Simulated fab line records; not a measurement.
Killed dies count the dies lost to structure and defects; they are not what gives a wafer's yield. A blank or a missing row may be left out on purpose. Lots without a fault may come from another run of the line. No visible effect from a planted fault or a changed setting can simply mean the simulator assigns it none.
fab line records ; flow rit-cmos
[record] lots = 15; wafers = 45; last-day = 7
route steps=202 shown ACTIVE@3 FOX2@24 WELLDRIVE@50 PLDD@124
lots that met no fault: taken from a fault-free run of the same line
start-h: hours from the record's first day to the start of the lot's first wafer shown ; wait-h: hours since the lot's step before ; " same as the row above ; L1.1+2: several wafers, shown together as one row ; - no value present, or no start provided ; * or withheld: withheld ; < > ~ a bound
route shown NAME@n: a module of which the file shows steps, and the number in the route of the first ; usual: the fault-free wafers' mean and standard deviation ; same: alike in all rows ; chamber/n: place in a boat ; sites: the reading at each site ; _std_site: standard deviation of those values ; _edge_site: mean of outer sites minus mean of inner sites ; radius-mm: how far each site lies from the wafer's centre ; mask NAME#n: copy n ; behind: the last tool/chamber to shape the wafer ; hold: what put the lot on hold/how long, in hours/how the hold closed ; device: the transistor (n, p or np) that didn't switch ; end of line: the tests these same wafers got at the end of their route ; step lacking rows: just its recipe ; killed: the dies lost at the first sort to structure and to defects; this is not the yield of the wafer ; map: the dies of a wafer, with x for killed, . for not killed, _ for no die there
set.NAME: the setting as run; set.NAME@STEP: as run at that earlier step ; model.NAME: the simulator's own value behind a step, which no gauge read
the route's steps for a sample of lots (tables are steps, rows are wafers)
services: a tool's chamber out of use, with start hour (start-h, from the record's first day; less than 0 if before it), hours out, and reason
[[steps]]
[step RIT_ACTIVE_THK_MEAS_02]
[recipe] reads = SiO2_of_ACTIVE_OXIDATION_01
[usual] ACTIVE_OXIDE_THK = 45.4/0.76
lot.wafer;tool;chamber;start-h;wait-h;ACTIVE_OXIDE_THK[nm]
L501.2;film-metro-03;-;12.06;0.0;46.4
L501.3;film-metro-03;-;12.06;0.0;46.3
L501.4;film-metro-03;-;12.06;0.0;46.2
L503.3;film-metro-03;-;22.07;0.0;44.8
L503.4;film-metro-03;-;22.07;0.0;44.7
L503.6;film-metro-03;-;22.07;0.0;45.7
L505.1;film-metro-01;-;32.05;0.0;45.3
L505.3;film-metro-01;-;32.05;0.0;45.5
L505.4;film-metro-01;-;32.05;0.0;45.8
L506.1;film-metro-02;-;37.05;0.0;45.4
L506.2;film-metro-02;-;37.05;0.0;46.0
L506.3;film-metro-02;-;37.05;0.0;44.9
L507.2;film-metro-03;-;43.53;0.0;45.0
L507.3;film-metro-03;-;43.53;0.0;45.9
L507.6;film-metro-03;-;43.53;0.0;45.1
L509.1;film-metro-01;-;52.05;0.0;46.6
L509.5;film-metro-01;-;52.05;0.0;46.1
L509.6;film-metro-01;-;52.05;0.0;46.7
L510.2;film-metro-03;-;57.06;0.0;45.9
L510.4;film-metro-03;-;57.06;0.0;47.2
L510.6;film-metro-03;-;57.06;0.0;47.3
L511.1;film-metro-01;-;62.05;0.0;45.4
L511.3;film-metro-01;-;62.05;0.0;45.9
L511.5;film-metro-01;-;62.05;0.0;45.8
L512.2;film-metro-02;-;67.06;0.0;44.7
L512.3;film-metro-02;-;67.06;0.0;44.2
L512.4;film-metro-02;-;67.06;0.0;45.1
L513.1;film-metro-01;-;72.58;0.0;46.6
L513.4;film-metro-01;-;72.58;0.0;46.6
L513.6;film-metro-01;-;72.58;0.0;46.1
L514.1;film-metro-03;-;77.46;0.0;44.9
L514.4;film-metro-03;-;77.46;0.0;44.2
L514.6;film-metro-03;-;77.46;0.0;44.4
L517.3;film-metro-03;-;92.07;0.0;45.4
L517.4;film-metro-03;-;92.07;0.0;45.7
L517.6;film-metro-03;-;92.07;0.0;45.4
L518.1;film-metro-03;-;97.05;0.0;45.5
L518.3;film-metro-03;-;97.05;0.0;45.3
L518.5;film-metro-03;-;97.05;0.0;45.1
L519.3;film-metro-02;-;104.01;0.0;46.3
L519.4;film-metro-02;-;104.01;0.0;45.6
L519.6;film-metro-02;-;104.01;0.0;45.4
L524.1;film-metro-01;-;127.05;0.0;44.5
L524.3;film-metro-01;-;127.05;0.0;45.3
L524.4;film-metro-01;-;127.05;0.0;45.1
[step RIT_FOX2_THK_MEAS_01]
[recipe] reads = SiO2_of_FOX2_OXIDATION_00
[usual] FOX2_OXIDE_THK = 354/5.6
lot.wafer;tool;chamber;start-h;wait-h;FOX2_OXIDE_THK[nm]
L501.2;film-metro-02;-;19.05;0.0;365
L501.3;film-metro-02;-;19.05;0.0;356
L501.4;film-metro-02;-;19.05;0.0;356
L503.3;film-metro-01;-;29.71;0.0;352
L503.4;film-metro-01;-;29.71;0.0;350
L503.6;film-metro-01;-;29.71;0.0;346
L505.1;film-metro-01;-;38.45;0.0;360
L505.3;film-metro-01;-;38.45;0.0;361
L505.4;film-metro-01;-;38.45;0.0;356
L506.1;film-metro-02;-;47.40;0.0;360
L506.2;film-metro-02;-;47.40;0.0;361
L506.3;film-metro-02;-;47.40;0.0;357
L507.2;film-metro-04;-;49.92;0.0;353
L507.3;film-metro-04;-;49.92;0.0;358
L507.6;film-metro-04;-;49.92;0.0;357
L509.1;film-metro-01;-;59.64;0.0;357
L509.5;film-metro-01;-;59.64;0.0;362
L509.6;film-metro-01;-;59.64;0.0;355
L510.2;film-metro-04;-;63.50;0.0;358
L510.4;film-metro-04;-;63.50;0.0;362
L510.6;film-metro-04;-;63.50;0.0;359
L511.1;film-metro-02;-;68.31;0.0;366
L511.3;film-metro-02;-;68.31;0.0;358
L511.5;film-metro-02;-;68.31;0.0;366
L512.2;film-metro-04;-;75.25;0.0;349
L512.3;film-metro-04;-;75.25;0.0;347
L512.4;film-metro-04;-;75.25;0.0;348
L513.1;film-metro-04;-;78.84;0.0;358
L513.4;film-metro-04;-;78.84;0.0;352
L513.6;film-metro-04;-;78.84;0.0;354
L514.1;film-metro-04;-;83.86;0.0;359
L514.4;film-metro-04;-;83.86;0.0;356
L514.6;film-metro-04;-;83.86;0.0;357
L517.3;film-metro-04;-;98.77;0.0;345
L517.4;film-metro-04;-;98.77;0.0;348
L517.6;film-metro-04;-;98.77;0.0;353
L518.1;film-metro-02;-;106.38;0.0;348
L518.3;film-metro-02;-;106.38;0.0;343
L518.5;film-metro-02;-;106.38;0.0;349
L519.3;film-metro-01;-;110.63;0.0;351
L519.4;film-metro-01;-;110.63;0.0;354
L519.6;film-metro-01;-;110.63;0.0;355
L524.1;film-metro-02;-;136.32;0.0;346
L524.3;film-metro-02;-;136.32;0.0;346
L524.4;film-metro-02;-;136.32;0.0;355
[step RIT_WELLDRIVE_ANNEAL_00]
[recipe] temp-c = 1100; time-s = 14700; ambient = N2
[usual] run-length-s = 18265/4; spike-tc-centre-C = 1103.0/1.1; tube_center_temp_C_max = 1102.8/0.42; zone-power-centre-pct = 53/4.9
lot.wafer;tool;chamber;start-h;wait-h;run-length-s;spike-tc-centre-C;tube_center_temp_C_max;zone-power-centre-pct
L501.2;furnace-04;0;23.29;0.0;18268;1103.0;1102.6;59
L501.3;furnace-04;0;23.29;0.0;18268;1103.6;1102.7;58
L501.4;furnace-04;0;23.29;0.0;18268;1101.5;1102.4;58
L503.3;furnace-04;0;33.84;0.0;18261;1104.5;1103.5;59
L503.4;furnace-04;0;33.84;0.0;18261;1102.2;1102.9;59
L503.6;furnace-04;0;33.84;0.0;18261;1102.0;1102.5;58
L505.1;furnace-04;0;43.38;0.6;18268;1102.1;1102.7;59
L505.3;furnace-04;0;43.38;0.6;18268;1101.6;1102.5;59
L505.4;furnace-04;0;43.38;0.6;18268;1101.8;1102.1;58
L506.1;furnace-04;0;52.05;0.5;18262;1102.9;1102.1;58
L506.2;furnace-04;0;52.05;0.5;18262;1102.9;1102.8;58
L506.3;furnace-04;0;52.05;0.5;18262;1101.5;1102.8;59
L507.2;furnace-01;0;53.94;0.0;18269;1104.7;1102.8;49
L507.3;furnace-01;0;53.94;0.0;18269;1102.4;1102.2;48
L507.6;furnace-01;0;53.94;0.0;18269;1102.1;1103.5;49
L509.1;furnace-01;0;63.80;0.1;18261;1103.5;1102.5;48
L509.5;furnace-01;0;63.80;0.1;18261;1101.4;1102.1;48
L509.6;furnace-01;0;63.80;0.1;18261;1102.7;1102.3;47
L510.2;furnace-04;0;67.64;0.0;18273;1102.1;1102.7;60
L510.4;furnace-04;0;67.64;0.0;18273;1102.3;1103.3;59
L510.6;furnace-04;0;67.64;0.0;18273;1103.1;1102.4;60
L511.1;furnace-01;0;73.00;0.3;18266;1102.0;1102.8;48
L511.3;furnace-01;0;73.00;0.3;18266;1103.9;1102.9;48
L511.5;furnace-01;0;73.00;0.3;18266;1104.6;1102.4;48
L512.2;furnace-01;0;79.31;0.0;18274;1101.8;1103.2;48
L512.3;furnace-01;0;79.31;0.0;18274;1104.1;1103.5;49
L512.4;furnace-01;0;79.31;0.0;18274;1102.3;1103.4;49
L513.1;furnace-04;0;83.13;0.2;18270;1103.8;1103.0;58
L513.4;furnace-04;0;83.13;0.2;18270;1102.2;1104.0;59
L513.6;furnace-04;0;83.13;0.2;18270;1100.6;1102.2;59
L514.1;furnace-03;0;88.31;0.1;18266;1104.5;1102.5;49
L514.4;furnace-03;0;88.31;0.1;18266;1103.5;1102.9;50
L514.6;furnace-03;0;88.31;0.1;18266;1102.4;1102.9;51
L517.3;furnace-01;-;103.56;0.5;-;-;-;-
L517.4;furnace-01;-;103.56;0.5;-;-;-;-
L517.6;furnace-01;-;103.56;0.5;-;-;-;-
L518.1;furnace-01;-;110.60;0.1;-;-;-;-
L518.3;furnace-01;-;110.60;0.1;-;-;-;-
L518.5;furnace-01;-;110.60;0.1;-;-;-;-
L519.3;furnace-04;-;114.89;0.0;-;-;-;-
L519.4;furnace-04;-;114.89;0.0;-;-;-;-
L519.6;furnace-04;-;114.89;0.0;-;-;-;-
L524.1;furnace-03;0;140.48;0.1;18260;1105.3;1103.0;49
L524.3;furnace-03;0;140.48;0.1;18260;1104.7;1102.8;50
L524.4;furnace-03;0;140.48;0.1;18260;1104.1;1103.6;50
[step RIT_PLDD_TW_MEAS_10]
[usual] PLDD_TW = 2334/12
lot.wafer;tool;chamber;start-h;wait-h;PLDD_TW
L501.2;film-metro-01;-;43.68;0.1;2337
L501.3;film-metro-01;-;43.68;0.1;2325
L501.4;film-metro-01;-;43.68;0.1;2327
L503.3;film-metro-01;-;55.80;0.1;2343
L503.4;film-metro-01;-;55.80;0.1;2343
L503.6;film-metro-01;-;55.80;0.1;2342
L505.1;film-metro-03;-;63.44;0.1;2335
L505.3;film-metro-03;-;63.44;0.1;2319
L505.4;film-metro-03;-;63.44;0.1;2328
L506.1;film-metro-03;-;73.50;0.1;2319
L506.2;film-metro-03;-;73.50;0.1;2315
L506.3;film-metro-03;-;73.50;0.1;2337
L507.2;film-metro-03;-;74.66;0.1;2327
L507.3;film-metro-03;-;74.66;0.1;2333
L507.6;film-metro-03;-;74.66;0.1;2336
L509.1;film-metro-02;-;85.51;0.1;2327
L509.5;film-metro-02;-;85.51;0.1;2319
L509.6;film-metro-02;-;85.51;0.1;2334
L510.2;film-metro-01;-;87.67;0.1;2321
L510.4;film-metro-01;-;87.67;0.1;2332
L510.6;film-metro-01;-;87.67;0.1;2329
L511.1;film-metro-02;-;94.00;0.1;2327
L511.3;film-metro-02;-;94.00;0.1;2330
L511.5;film-metro-02;-;94.00;0.1;2325
L512.2;film-metro-02;-;99.06;0.1;2347
L512.3;film-metro-02;-;99.06;0.1;2342
L512.4;film-metro-02;-;99.06;0.1;2366
L513.1;film-metro-01;-;104.84;0.1;2358
L513.4;film-metro-01;-;104.84;0.1;2357
L513.6;film-metro-01;-;104.84;0.1;2354
L514.1;film-metro-02;-;113.46;0.1;2345
L514.4;film-metro-02;-;113.46;0.1;2340
L514.6;film-metro-02;-;113.46;0.1;2355
L524.1;film-metro-01;-;161.52;0.1;2331
L524.3;film-metro-01;-;161.52;0.1;2328
L524.4;film-metro-01;-;161.52;0.1;2324
[[services]]
tool;chamber;start-h;hours;kind
furnace-04;-;38.93;4.4;pm
furnace-03;-;132.29;3.3;pm
[[key]]
[first-sign] step = RIT_WELLDRIVE_ANNEAL_00; reading = tool-record; direction = missing
effect none on later readings
met-at RIT_WELLDRIVE_ANNEAL_00
struck-lots L517,L518,L519
later-rows-left-out L517.3,L517.4,L517.6,L518.1,L518.3,L518.5,L519.3,L519.4,L519.6
sort-left-out L517.3,L517.4,L517.6,L518.1,L518.3,L518.5,L519.3,L519.4,L519.6
tester-left-out L517,L518,L519
not-acting-at RIT_ACTIVE_THK_MEAS_02,RIT_FOX2_THK_MEAS_01,RIT_PLDD_TW_MEAS_10
onset-between 83.13 103.56
[fault] kind = skipped-step-whole; tool = furnace-01,furnace-04; chamber = -; onset-h = 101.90; steps = RIT_WELLDRIVE_ANNEAL_00; scope = struck-lots-only
// tester-left-out: of these lots the tester's yield and bins aren't shown, on N5 and GAA mostly nor the transistor test; their killed dies are dies lost to structure and defects alone, not to doping, threshold or leakage, so they don't give the yield
// sort-left-out: the simulated sort isn't trusted on such a fault, so these wafers' sort isn't shown, and their yield isn't known
// later-rows-left-out: the simulator's readings of these wafers behind a module that went badly wrong aren't trusted and aren't shown, but for the sort
